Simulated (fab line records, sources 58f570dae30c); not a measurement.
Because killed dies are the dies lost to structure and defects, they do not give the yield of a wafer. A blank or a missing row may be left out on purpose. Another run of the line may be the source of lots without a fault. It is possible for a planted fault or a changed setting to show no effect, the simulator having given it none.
Problem report, 8D (eight disciplines) form, completed by code :: flow berkeley-cmos170 :: the parts of the form that need people (team, actions taken, sign-off) are left out

== 1. PROBLEM STATEMENT ==
M3_AL_RS at UCB170_M3_RS_MEAS_02 reads a mean of 0.0354 ohm/sq on 1 wafer of 1 lot; wafers without a fault read 0.0322 ohm/sq with a standard deviation of 0.00033. Relative to the usual mean, that is a shift of +9.7 standard deviations.
The step: measures by four-point-probe.
First observed at day 12 07:19: wafer L316.5, on film-metro-03. At this step, 39 wafers from 13 lots have a number in the record. Rule for "out" (also "out of limits"): further than 4 standard deviations from the usual mean. Any other wafer with a number is counted as sound.

== 2. WHAT IT IS AND WHAT IT IS NOT ==
question: which readings at this step
is: M3_AL_RS
is not: -

question: which lots
is: L316
is not: L298, L299, L300, L301, L302, L303, L304, L305, L308, L309, L310, L314

question: which wafers of those lots
is: L316.5
is not: L316.3, L316.6

question: read on which gauges
is: film-metro-03
is not: film-metro-01, film-metro-02

question: when
is: from day 12 07:19
is not: up to then (38 sound wafers)

== 3. THE SUSPECTS, EACH WITH WHAT RULES IT OUT ==
Counting: any tool at a process step up to the reading remains a suspect provided it ran every lot that is out. Sound lots after the first of them don't rule it out here, since some wafers of a struck lot are sound.
- the gauge at UCB170_M3_RS_MEAS_02 is ruled out. All the wafers that are out were read on film-metro-03, but those of them that UCB170_M3_METAL_ETCH_18 has rows for are out there too, on other tools.
- pvd-sputter-03 at UCB170_M3_SPUTTER_01 (material Al, target thk 900 nm, time 120 s): kept. The lot that is out, L316, ran on it at day 12 07:12; the last sound lot it ran before that was L314, at day 11 17:52.
Remaining after the count: pvd-sputter-03 at UCB170_M3_SPUTTER_01.

== 4. THE CAUSE (what the simulator had put in) ==
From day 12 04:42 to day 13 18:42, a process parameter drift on pvd-sputter-03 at UCB170_M3_SPUTTER_01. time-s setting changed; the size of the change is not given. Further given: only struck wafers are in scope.
This tool alone remained once counting was done.

== 5. SEQUENCE OF EFFECTS, ordered by route ==
One row per reading whose mean, taken over the struck wafers that have a number, lies over 3 standard deviations from the usual. Only readings for which the record gives a usual standard deviation are gone through. hours: the time from each lot's start at the first step in this table that gives one to its start at this step, as a median over the lots. sigmas: the change in usual standard deviations.
hours: 0
step: UCB170_M3_RS_MEAS_02
reading: M3_AL_RS
usual: 0.0322 ohm/sq
on struck wafers: 0.0354
change: +0.0032
sigmas: +9.7

hours: 0
step: UCB170_M3_THK_MEAS_03
reading: M3_AL_THK
usual: 892 nm
on struck wafers: 812
change: -80
sigmas: -8.5

hours: 2
step: UCB170_M3_METAL_ETCH_18
reading: oes-product-au
usual: 0.855 a.u.
on struck wafers: 0.801
change: -0.054
sigmas: -5.4
The process steps in it:
- UCB170_M3_METAL_ETCH_18: etches Al in Cl2/BCl3, stops on SiO2, target depth 1170 nm, time 195 s.
Later steps that measure or inspect, where all struck wafers having a row at the step show a number for every such reading and not one has moved that far: UCB170_M3_OVL_MEAS_16.

== 6. WHAT WOULD HAVE CAUGHT IT SOONER ==
In this record the first reading out of limits at a measuring or inspecting step was taken at day 12 07:19, 3 hours after the fault began at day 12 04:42.
An alarm limit of 4 standard deviations would not have fired on the tool readings at UCB170_M3_SPUTTER_01 for which the record gives a usual standard deviation, since none of them was out on any struck wafer.
All the lots that are out (1) had begun UCB170_M3_SPUTTER_01 on pvd-sputter-03 by day 12 07:19. A hold on the tool at that time would have spared none of them.
